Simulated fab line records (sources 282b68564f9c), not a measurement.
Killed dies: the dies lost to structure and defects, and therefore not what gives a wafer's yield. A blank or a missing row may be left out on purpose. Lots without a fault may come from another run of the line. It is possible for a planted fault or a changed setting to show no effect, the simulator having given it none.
One fault seen from 2 desks    flow rit cmos    every desk sees just its own numbers, and what lay behind them comes last

## DESK OF THE TOOL OWNER: pvd sputter-02
The tool's own readings at RIT_M1_SPUTTER_00 (material Al, target thk 400 nm, time 500 s): means of the sampled wafers that have a number, for each lot that ran on this tool. If a lot's mean is further than 4 standard deviations from the usual mean, the lot is out of limits and carries the mark OUT (the distance appears in the brackets).
Columns: A = throttle valve pct at RIT_M1_SPUTTER_00, usual 30.3 %
lot   first seen here  A
L320  day 3 17:04      31.1
L322  day 4 02:34      30.6
L324  day 4 12:01      30.0
L326  day 5 01:09      29.7
L328  day 5 08:40      29.8
L330  day 5 17:41      30.6
L334  day 6 14:10      29.7
L336  day 6 20:33      29.6
Finding of this desk: none of the 8 lots has anything out of limits.

## METROLOGY DESK
Lot by lot, what the gauges showed, no matter which tool ran the lot: averages of those sampled wafers that carry a number. If a lot's mean is further than 4 standard deviations from the usual mean, the lot is out of limits and carries the mark OUT (the distance appears in the brackets).
Columns: A = M1_AL_RS at RIT_M1_RS_MEAS_01, usual 0.0733 ohm/sq; B = M1_AL_THK at RIT_M1_THK_MEAS_02, usual 402 nm
lot   first seen here  A                 B
L319  day 3 11:32      0.0726            406
L320  day 3 17:25      0.0738            401
L321  day 3 20:43      0.0741            400
L322  day 4 02:52      0.0736            402
L323  day 4 07:22      0.0730            404
L324  day 4 12:18      0.0737            400
L326  day 5 01:29      0.0725            406
L328  day 5 08:59      0.0730            405
L329  day 5 14:58      0.0733            401
L330  day 5 17:59      0.0739            400
L331  day 5 22:57      0.0732            402
L334  day 6 14:28      0.0823 (+11) OUT  362 (-8.9) OUT
L335  day 6 18:13      0.0729            406
L336  day 6 20:52      0.0833 (+13) OUT  354 (-11) OUT
Per this desk, out of limits: L334, L336; the first was L334, day 6 14:28 (M1_AL_RS at RIT_M1_RS_MEAS_01). L319, L320, L321, L322, L323, L324, L326, L328, L329, L330, L331, L335 stayed within limits.

## TAKEN TOGETHER
At day 6 14:28 the metrology desk could have sounded an alarm, on L334, L336.
The desk of the tool owner found nothing out of limits.
Tool owner's desk: L334, L336 on record, inside its limits.
All the named lots went through RIT_M1_SPUTTER_00 on pvd sputter-02.

## WHAT WAS PUT IN BY THE SIMULATOR
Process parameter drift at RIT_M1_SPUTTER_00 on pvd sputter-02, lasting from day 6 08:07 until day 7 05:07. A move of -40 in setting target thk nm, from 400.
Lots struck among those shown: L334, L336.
Time in hours between the start of the fault and the first out-of-limits reading at each desk: metrology desk, 6.
